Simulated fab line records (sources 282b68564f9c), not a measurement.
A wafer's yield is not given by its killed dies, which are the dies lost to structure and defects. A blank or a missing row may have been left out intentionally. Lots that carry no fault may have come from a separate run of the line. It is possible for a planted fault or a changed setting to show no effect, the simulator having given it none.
Which tool was responsible? / flow rit_cmos / route of 202 steps, sampled at 1 step: 14 lots, 42 wafers

== WHAT THE GAUGES SHOWED, per wafer ==
RIT_PSD_TW_MEAS_10.
lot=L322; measured=day 3 06:13; on=film_metro-01; PSD_TW=3423 3409 3428
lot=L323; measured=day 3 11:50; on=film_metro-01; PSD_TW=3408 3446 3431
lot=L325; measured=day 3 21:10; on=film_metro-01; PSD_TW=3416 3425 3421
lot=L326; measured=day 4 04:23; on=film_metro-03; PSD_TW=3417 3423 3443
lot=L327; measured=day 4 09:20; on=film_metro-02; PSD_TW=3431 3432 3441
lot=L328; measured=day 4 14:45; on=film_metro-02; PSD_TW=3447 3432 3443
lot=L331; measured=day 5 06:43; on=film_metro-01; PSD_TW=3408 3395 3399
lot=L332; measured=day 5 09:14; on=film_metro-03; PSD_TW=3423 3421 3427
lot=L333; measured=day 5 14:22; on=film_metro-02; PSD_TW=3444 3474 3453
lot=L334; measured=day 5 19:05; on=film_metro-02; PSD_TW=3465 3452 3453
lot=L335; measured=day 5 23:44; on=film_metro-01; PSD_TW=3407 3397 3395
lot=L337; measured=day 6 11:25; on=film_metro-01; PSD_TW=3433 3416 3426
lot=L338; measured=day 6 15:01; on=film_metro-02; PSD_TW=3449 3434 3433
lot=L342; measured=day 7 10:25; on=film_metro-01; PSD_TW=3421 3410 3406

== EACH LOT AND THE TOOL THAT RAN IT (in order: tool; ch and the chambers of the sampled wafers; start) ==
Before these readings, the record contains no process step.

== AS READ BY THE TOOLS THEMSELVES (means over the sampled wafers that have a number; for cases with no such wafer, the mark the record gives instead) ==
The record holds no such reading with a usual standard deviation.

== THE ANSWER, worked out from the rows above alone ==
Rule: the usual values come from the lots themselves. The widest of any qualifying gaps counts: lots, ordered by their means at a reading, are off when they make up no more than a third of the lots, leave a main group of 4 or more, and stand apart from it by 3 or more times the standard deviation of that group's means. A main group whose means are all the same, to the digits that the tables above print for the reading, isn't used. Also off: a lot with no number at a reading for which 4 or more lots have one. Any other lot the step has rows for is counted as sound. The gauges are gone through in route order, then the tools' own readings, and for those a lot's mean is taken as printed above. At the first step where some lot is off, the reading lying furthest off is the one used; lots without a number count as furthest.
None of the lots is off at any reading shown; this tells nothing.

== WHAT THE SIMULATOR PUT IN ==
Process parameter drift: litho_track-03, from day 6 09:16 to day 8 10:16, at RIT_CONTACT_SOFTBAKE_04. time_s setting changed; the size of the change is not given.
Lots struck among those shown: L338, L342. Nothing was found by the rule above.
